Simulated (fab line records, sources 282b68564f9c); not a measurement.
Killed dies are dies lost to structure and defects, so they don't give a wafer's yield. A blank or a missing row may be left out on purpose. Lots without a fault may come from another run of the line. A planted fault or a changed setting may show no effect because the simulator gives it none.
Split-lot experiment | flow rit_cmos | 5 lots, 16 wafers read, on a route of 202 steps

THE SPLIT
At RIT_M1_METAL_ETCH_12 (etches Al in Cl2/BCl3, stops on SiO2, time 165 s, target depth 600 nm), the setting time_s was moved away from the recipe's 165 s on 7 of the 16 wafers read, by -9.7% to +14.0%. The other wafers ran this setting at the recipe's value.

The reading is taken at the split's own step.

THE READING
NOVOLAK_of_M1_COAT_04.thk_nm (the simulator's own value, which no gauge read), in nm, at RIT_M1_METAL_ETCH_12 (etches Al in Cl2/BCl3, stops on SiO2, time 165 s, target depth 600 nm). The file gives no usual value for it. The 9 wafers here that ran the recipe average 801.0 nm, standard deviation 6.4 nm.

wafer  | tool, chamber at the split | time_s as run, s | against the recipe | NOVOLAK_of_M1_COAT_04.thk_nm, nm | against lot-mates on the recipe
L079.1 | rie_metal-02, 1            | 188.1            | +14.0%             | 759.7                            | -37.7
L079.3 | rie_metal-02, 0            | 188.1            | +14.0%             | 750.3                            | -47.1
L079.5 | rie_metal-02, 0            | 165              | recipe             | 797.4                            | -
L082.1 | rie_metal-02, 1            | 165              | recipe             | 807.8                            | -
L082.3 | rie_metal-02, 0            | 165              | recipe             | 807.1                            | -
L083.1 | rie_metal-03, 0            | 176.1            | +6.7%              | 760.1                            | -32.1
L083.5 | rie_metal-03, 1            | 176.1            | +6.7%              | 780.3                            | -11.9
L083.6 | rie_metal-03, 0            | 165              | recipe             | 792.2                            | -
L084.3 | rie_metal-01, 0            | 165              | recipe             | 794.2                            | -
L084.4 | rie_metal-01, 1            | 165              | recipe             | 800.1                            | -
L084.5 | rie_metal-01, 0            | 165              | recipe             | 794.1                            | -
L085.1 | rie_metal-02, 0            | 149              | -9.7%              | 837.8                            | +29.8
L085.2 | rie_metal-02, 1            | 149              | -9.7%              | 834.2                            | +26.2
L085.3 | rie_metal-02, 0            | 165              | recipe             | 810                              | -
L085.4 | rie_metal-02, 1            | 149              | -9.7%              | 835.1                            | +27.1
L085.6 | rie_metal-02, 1            | 165              | recipe             | 805.9                            | -

THE FIT
A straight line over all 16 wafers: NOVOLAK_of_M1_COAT_04.thk_nm changes by -3.54 nm for each +1% of time_s; r = -0.96; the points scatter about the line by 7.3 nm.
The same after taking each lot's own level away (the mean of its wafers on the recipe; 16 wafers): -2.99 nm for each +1%; r = -0.98; scatter 4.6 nm.
On that fit, the largest move of time_s shifts the reading by 42 nm.
The lots' own levels span 792.20 to 807.95 nm, that is 2.4 times the standard deviation above.
So the lot-to-lot level changes the slope: the two fits differ.
Check: with one of the wafers moved furthest among these (+14.0%) left out of the fit, the line predicts -44.3 nm for it against its lot-mates. It came out at -37.7 nm against them.

OTHER SPLITS ON THESE WAFERS
These wafers also went through other splits before the reading. Each is held against what the fit with the lots' levels taken away leaves over:
other split on the same wafers   | wafers away from the commonest value | r with NOVOLAK_of_M1_COAT_04.thk_nm (lot level and that fit taken away)
RIT_M1_SPUTTER_00 power_w        | 2                                    | +0.15
RIT_M1_DEVELOP_08 develop_time_s | 5                                    | +0.38

THE FILE'S OWN FIT
NOVOLAK_of_M1_COAT_04.thk_nm changes by -2.99 nm for each +1% of time_s, r = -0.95.
